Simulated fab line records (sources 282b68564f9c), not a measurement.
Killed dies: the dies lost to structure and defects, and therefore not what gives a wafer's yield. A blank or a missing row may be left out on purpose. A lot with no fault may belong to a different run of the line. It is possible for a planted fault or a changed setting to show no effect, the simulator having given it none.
Split-lot trial :: flow rit cmos :: route with 202 steps; 5 lots, 23 wafers read

ON THE SPLIT
At RIT_PWELL_IMPLANT_08, the setting energy kev was moved away from the recipe's 170 on 7 of the 23 wafers read, by -2.6% to +5.6%. For the rest of the wafers, this setting stayed at what the recipe calls for.

The split's own step is where the reading is taken.

THE READING
The simulator's own value implant.drp nm, read by no gauge, in nm at RIT_PWELL_IMPLANT_08. There is no usual value for it anywhere in the file.

wafer: L076.1
tool, chamber at the split: implanter-04, 0
energy kev as run: 170
against the recipe: recipe
implant.drp nm, nm: 102.9
against lot-mates on the recipe: -

wafer: L076.2
tool, chamber at the split: implanter-04, 0
energy kev as run: 170
against the recipe: recipe
implant.drp nm, nm: 102.9
against lot-mates on the recipe: -

wafer: L076.3
tool, chamber at the split: implanter-04, 0
energy kev as run: 170
against the recipe: recipe
implant.drp nm, nm: 102.9
against lot-mates on the recipe: -

wafer: L076.4
tool, chamber at the split: implanter-04, 0
energy kev as run: 170
against the recipe: recipe
implant.drp nm, nm: 102.9
against lot-mates on the recipe: -

wafer: L076.5
tool, chamber at the split: implanter-04, 0
energy kev as run: 170
against the recipe: recipe
implant.drp nm, nm: 102.9
against lot-mates on the recipe: -

wafer: L077.1
tool, chamber at the split: implanter-04, 0
energy kev as run: 179.6
against the recipe: +5.6%
implant.drp nm, nm: 104.4
against lot-mates on the recipe: +1.5

wafer: L077.5
tool, chamber at the split: implanter-04, 0
energy kev as run: 179.6
against the recipe: +5.6%
implant.drp nm, nm: 104.4
against lot-mates on the recipe: +1.5

wafer: L077.3
tool, chamber at the split: implanter-04, 0
energy kev as run: 170
against the recipe: recipe
implant.drp nm, nm: 102.9
against lot-mates on the recipe: -

wafer: L077.4
tool, chamber at the split: implanter-04, 0
energy kev as run: 170
against the recipe: recipe
implant.drp nm, nm: 102.9
against lot-mates on the recipe: -

wafer: L077.6
tool, chamber at the split: implanter-04, 0
energy kev as run: 170
against the recipe: recipe
implant.drp nm, nm: 102.9
against lot-mates on the recipe: -

wafer: L080.2
tool, chamber at the split: implanter-03, 0
energy kev as run: 170
against the recipe: recipe
implant.drp nm, nm: 102.9
against lot-mates on the recipe: -

wafer: L080.3
tool, chamber at the split: implanter-03, 0
energy kev as run: 170
against the recipe: recipe
implant.drp nm, nm: 102.9
against lot-mates on the recipe: -

wafer: L080.6
tool, chamber at the split: implanter-03, 0
energy kev as run: 170
against the recipe: recipe
implant.drp nm, nm: 102.9
against lot-mates on the recipe: -

wafer: L080.4
tool, chamber at the split: implanter-03, 0
energy kev as run: 165.6
against the recipe: -2.6%
implant.drp nm, nm: 102
against lot-mates on the recipe: -0.9

wafer: L080.5
tool, chamber at the split: implanter-03, 0
energy kev as run: 165.6
against the recipe: -2.6%
implant.drp nm, nm: 102
against lot-mates on the recipe: -0.9

wafer: L082.1
tool, chamber at the split: implanter-04, 0
energy kev as run: 179.1
against the recipe: +5.4%
implant.drp nm, nm: 104.3
against lot-mates on the recipe: +1.4

wafer: L082.3
tool, chamber at the split: implanter-04, 0
energy kev as run: 179.1
against the recipe: +5.4%
implant.drp nm, nm: 104.3
against lot-mates on the recipe: +1.4

wafer: L082.6
tool, chamber at the split: implanter-04, 0
energy kev as run: 179.1
against the recipe: +5.4%
implant.drp nm, nm: 104.3
against lot-mates on the recipe: +1.4

wafer: L082.2
tool, chamber at the split: implanter-04, 0
energy kev as run: 170
against the recipe: recipe
implant.drp nm, nm: 102.9
against lot-mates on the recipe: -

wafer: L082.5
tool, chamber at the split: implanter-04, 0
energy kev as run: 170
against the recipe: recipe
implant.drp nm, nm: 102.9
against lot-mates on the recipe: -

wafer: L085.1
tool, chamber at the split: implanter-04, 0
energy kev as run: 170
against the recipe: recipe
implant.drp nm, nm: 102.9
against lot-mates on the recipe: -

wafer: L085.3
tool, chamber at the split: implanter-04, 0
energy kev as run: 170
against the recipe: recipe
implant.drp nm, nm: 102.9
against lot-mates on the recipe: -

wafer: L085.4
tool, chamber at the split: implanter-04, 0
energy kev as run: 170
against the recipe: recipe
implant.drp nm, nm: 102.9
against lot-mates on the recipe: -

THE FIT
A straight line over all 23 wafers: implant.drp nm changes by +0.274 nm for each +1% of energy kev; r = +1.00; the points scatter about the line by 0.058 nm.
The same after taking each lot's own level away (the mean of its wafers on the recipe; 23 wafers): +0.274 nm for each +1%; r = +1.00; scatter 0.058 nm.
On that fit, the largest move of energy kev shifts the reading by 1.5 nm.
The lots' own levels span 102.90 to 102.90 nm.
Hence the lot-to-lot level has little effect on the slope; both slopes agree.
Check: +1.52 nm against its lot-mates is what the line predicts for one of the wafers moved furthest among these (+5.6%) when that wafer is left out of the fit. It came out at +1.5 nm against them.

THE OTHER SPLITS THESE WAFERS WENT THROUGH
Other splits were also applied to these wafers ahead of the reading. Each is held against what the fit with the lots' levels taken away leaves over:
other split on the same wafers: RIT_ACTIVE_CVD_03 temp c
wafers away from the commonest value: 15
r with implant.drp nm (lot level and that fit taken away): -0.41

other split on the same wafers: RIT_ACTIVE_DEVELOP_10 develop time s
wafers away from the commonest value: 7
r with implant.drp nm (lot level and that fit taken away): +0.41

other split on the same wafers: RIT_NWELL_COAT_01 spin rpm
wafers away from the commonest value: 5
r with implant.drp nm (lot level and that fit taken away): -0.13

other split on the same wafers: RIT_NWELL_DEVELOP_05 develop time s
wafers away from the commonest value: 5
r with implant.drp nm (lot level and that fit taken away): -0.06

THE WHOLE CHAIN: every reading that the file lists as answering this split, in the file's order
step: RIT_PWELL_IMPLANT_08
what it does: 
reading: implant.rp nm (the simulator's own value, which no gauge read)
change (the file's fit): +3.73 nm for each +1% of the setting
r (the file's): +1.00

step: RIT_PWELL_IMPLANT_08
what it does: 
reading: implant.drp nm (the simulator's own value, which no gauge read)
change (the file's fit): +0.279 nm for each +1% of the setting
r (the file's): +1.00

THE FILE'S OWN FIT
implant.drp nm changes by +0.279 nm for each +1% of energy kev, r = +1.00.
